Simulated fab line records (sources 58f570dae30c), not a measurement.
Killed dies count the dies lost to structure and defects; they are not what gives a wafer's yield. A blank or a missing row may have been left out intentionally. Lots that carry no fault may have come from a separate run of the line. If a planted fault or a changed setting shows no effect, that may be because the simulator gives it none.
8D (eight disciplines) problem report, filled in by code :: flow berkeley-cmos170 :: the parts of the form that need people (team, actions taken, sign-off) are left out

## 1. THE ISSUE
Wafers without a fault read 0.869 a.u., standard deviation 0.012; oes-product-au at UCB170_V2_ETCH_14 reads a mean of 0.786 a.u. on 3 wafers belonging to 2 lots. That puts it -6.9 standard deviations away from the usual mean.
The step: etches SiO2 in CHF3/CF4/Ar, stops on Al, target depth 1250 nm, time 300.3 s.
Earliest sighting: wafer L615.6 on rie-diel-04 at day 13 00:38. Wafers with a number at this step in the record: 42, from 14 lots. Rule for "out" (also "out of limits"): further than 4 standard deviations from the usual mean. All remaining wafers that have a number are taken as sound.

## 2. WHAT IT IS, AND WHAT IT ISN'T
question: which readings at this step
is: oes-product-au
is not: cf4-flow-sccm, drypump-motor-current-A, throttle-valve-pct

question: which lots
is: L615, L616
is not: L598, L599, L600, L602, L607, L608, L609, L611, L612, L613, L619, L620

question: which wafers of those lots
is: L615.6, L616.2, L616.6
is not: L615.3, L615.4, L616.3

question: read on which tools
is: rie-diel-04
is not: rie-diel-01, rie-diel-02

question: when
is: from day 13 00:38
is not: up to then (32 sound wafers); but 7 sound wafers of L616, L619, L620 came after

## 3. THE SUSPECTS, EACH WITH WHAT RULES IT OUT
Counting: if a tool at a process step up to the reading ran every lot that is out, it stays a suspect. Sound lots after the first of them don't rule it out here, since some wafers of a struck lot are sound.
- rie-diel-04 at UCB170_V2_ETCH_14 (etches SiO2 in CHF3/CF4/Ar, stops on Al, target depth 1250 nm, time 300.3 s): kept. Ran every lot that is out, first one L615 (day 13 00:38); last sound lot up to then L608 (day 12 08:07). Out on those wafers are its own readings of oes-product-au.
- rie-diel-04, UCB170_V2_ETCH_14: wafers that are out in chamber 1, sound lot-mates in chambers 0, 2.
Left after counting: rie-diel-04 at UCB170_V2_ETCH_14.

## 4. THE CAUSE (what the simulator had put in)
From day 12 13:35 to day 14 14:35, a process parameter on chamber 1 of rie-diel-04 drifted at UCB170_V2_ETCH_14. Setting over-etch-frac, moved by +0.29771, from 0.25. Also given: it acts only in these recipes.
The count eliminated every tool but this one.

## 5. SEQUENCE OF EFFECTS, ordered by route
Each row: a reading where the mean over the struck wafers with a number is more than 3 standard deviations away from the usual. Scope: only readings with a usual standard deviation given in the record; hours: median across lots of the time from each lot's start at the first step in this table that gives one to its start at this step; sigmas: change in usual standard deviations.
hours: 0
step: UCB170_V2_ETCH_14
reading: oes-product-au
usual: 0.869 a.u.
on struck wafers: 0.786
change: -0.083
sigmas: -6.9

hours: 0
step: UCB170_V2_STRIP_15
reading: strip-time-to-endpoint-s
usual: 15.09 s
on struck wafers: 13.36
change: -1.73
sigmas: -12
Here are the process steps it includes:
- UCB170_V2_ETCH_14: etches SiO2 in CHF3/CF4/Ar, stops on Al, target depth 1250 nm, time 300.3 s.
- UCB170_V2_STRIP_15: strips in O2.

## 6. WHAT WOULD HAVE CAUGHT IT SOONER
In this record no reading fell out of limits until day 13 00:38, 11 hours after the fault had begun at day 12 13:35.
